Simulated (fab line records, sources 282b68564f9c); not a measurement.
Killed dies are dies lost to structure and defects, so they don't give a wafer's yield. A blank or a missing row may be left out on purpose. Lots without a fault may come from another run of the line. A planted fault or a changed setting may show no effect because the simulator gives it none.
A struck lot beside a sound one | flow rit_cmos | 27 steps out of a route of 202
Sound: wafers L772.1, L772.2, L772.3. Struck: wafer L781.6. (L781.2, L781.5 of the same lot were not struck and are left out.) The cause comes at the end.
At each step with rows: each side's tool, then ch and its chambers, then its first start. Under that, the readings that differ: sound wafers | struck wafers | difference of the means | sigmas: that difference in standard deviations of wafers without a fault.
alike: readings whose means differ by less than 2 such deviations, and words and numbers that are the same on both sides. not compared: withheld readings, readings that some wafer has no value for, bounds like >300 that may hide the same value, and numbers for which the record gives no deviation and whose values overlap.
The two part at a step that has a row with sigmas, a row that says differs or no value, or rows on one side only. Numbers that don't overlap but have no deviation are shown without sigmas and don't part them. A reading that every wafer of one side lacks parts them only if that side has two wafers or more.

first, 1 step without rows for these wafers: RIT_ACTIVE_OXIDATION_01 (target thk 46.8 nm, ox time 3360 s).
RIT_ACTIVE_THK_MEAS_02:
  sound on film_metro-01, day 3 04:03; struck on film_metro-03, day 5 01:04
  alike: ACTIVE_OXIDE_THK
then, 1 step without rows for these wafers: RIT_ACTIVE_CVD_03 (deposits Si3N4 from SiH2Cl2/NH3, target thk 150 nm, time 1500 s).
RIT_ACTIVE_THK_MEAS_04:
  sound on film_metro-03, day 3 06:08; struck on film_metro-04, day 5 03:15
  reading                 | sound             | struck | difference | sigmas
  ACTIVE_NITRIDE_THK (nm) | 147.8 145.9 146.7 | 150.7  | +3.9       | +3
then, 6 steps without rows for these wafers: RIT_ACTIVE_HMDS_05 (prime time 60 s); RIT_ACTIVE_COAT_06 (resist thk 1000 nm); RIT_ACTIVE_SOFTBAKE_07 (time 60 s); RIT_ACTIVE_EXPOSE_08 (exposes mask M1, target cd 1400 nm); RIT_ACTIVE_PEB_09; RIT_ACTIVE_DEVELOP_10 (develop time 50 s).
RIT_ACTIVE_CD_MEAS_11: target cd 1400 nm.
  sound on cd_sem-01, day 3 07:03; struck on cd_sem-02, day 5 04:13
  alike: cd_nm
then, 1 step without rows for these wafers: RIT_ACTIVE_HARDBAKE_12 (time 60 s).
RIT_ACTIVE_ETCH_13: etches Si3N4 in SF6, stops on SiO2, time 210 s, target depth 210 nm.
  sound on rie_diel-03 ch 0,2,3, day 3 07:19; struck on rie_diel-03 ch 3, day 5 04:31
  reading                                       | sound             | struck  | difference | sigmas
  oes_product_au (a.u.)                         | 0.827 0.820 0.798 | 0.719   | -0.096     | -8
  over_etch_frac                                | 0.4 0.4 0.4       | 0.75768 | +0.35768   |
  model.NOVOLAK_of_ACTIVE_COAT_06.thk_nm (nm)   | 651.8 649.5 653   | 601.4   | -50.0      |
  model.ACTIVE.feature_depth_nm (nm)            | 148.4 146.2 146.7 | 168.1   | +21.0      |
  model.SiO2_of_ACTIVE_OXIDATION_01.thk_nm (nm) | 46.16 46.18 47.03 | 29.08   | -17.38     |
  alike: drypump_motor_current_A, throttle_valve_pct
  not compared: rf_hours_counter_h
RIT_ACTIVE_STRIP_14: strips in O2, time 180 s.
  sound on plasma_asher-04 ch 0,1, day 3 07:27; struck on plasma_asher-03 ch 1, day 5 04:38
  alike: drypump_motor_current_A
  not compared: rf_hours_counter_h
RIT_ACTIVE_CD_MEAS_90: target cd 1400 nm.
  sound on cd_sem-01, day 3 07:37; struck on cd_sem-02, day 5 04:50
  alike: cd_nm
then, 4 steps without rows for these wafers: RIT_ACTIVE_CLEAN_15 (cleans in SC1, time 600 s); RIT_ACTIVE_CLEAN_16 (cleans in dHF, time 30 s); RIT_ACTIVE_CLEAN_17 (cleans in SC2, time 600 s); RIT_FOX1_OXIDATION_00 (target thk 350.7 nm, ox time 1130 s).
RIT_FOX1_THK_MEAS_01:
  sound on film_metro-03, day 3 12:10; struck on film_metro-03, day 5 07:23
  alike: FOX1_OXIDE_THK
then, 2 steps without rows for these wafers: RIT_FOX1_WET_ETCH_02 (etches SiO2 in BOE, target depth 350 nm, time 390 s); RIT_FOX2_OXIDATION_00 (target thk 350.7 nm, ox time 1130 s).
RIT_FOX2_THK_MEAS_01:
  sound on film_metro-03, day 3 13:39; struck on film_metro-03, day 5 08:52
  alike: FOX2_OXIDE_THK
then, 1 step without rows for these wafers: RIT_FOX2_CLEAN_02 (cleans in dHF, time 180 s).
RIT_FOX2_WET_ETCH_03: etches Si3N4 in H3PO4, target depth 195 nm, time 2700 s.
  sound on wet_bench-03 ch 0, day 3 13:46; struck on wet_bench-03 ch 3, day 5 08:59
  reading                                       | sound            | struck | difference | sigmas
  model.SiO2_of_ACTIVE_OXIDATION_01.thk_nm (nm) | 40.93 40.93 41.7 | 25.91  | -15.28     |
  alike: bath_guard_temp_C, temp_c
RIT_FOX2_THK_MEAS_90:
  sound on film_metro-01, day 3 14:31; struck on film_metro-02, day 5 09:44
  alike: FIELD_OXIDE_LEFT_1_THK
RIT_M1_PROBE_99:
  sound on prober-02, day 5 09:53; struck on prober-01, day 7 01:59
  reading            | sound | struck | difference | sigmas
  killed_at_contacts | 0 0 0 | 1      | +1         | +4
  alike: killed_at_front_end, killed_dies, killed_open, killed_short

WHERE THEY PART
First at RIT_ACTIVE_THK_MEAS_04; last, within this record, at RIT_M1_PROBE_99.

WHY: what the simulator had put in
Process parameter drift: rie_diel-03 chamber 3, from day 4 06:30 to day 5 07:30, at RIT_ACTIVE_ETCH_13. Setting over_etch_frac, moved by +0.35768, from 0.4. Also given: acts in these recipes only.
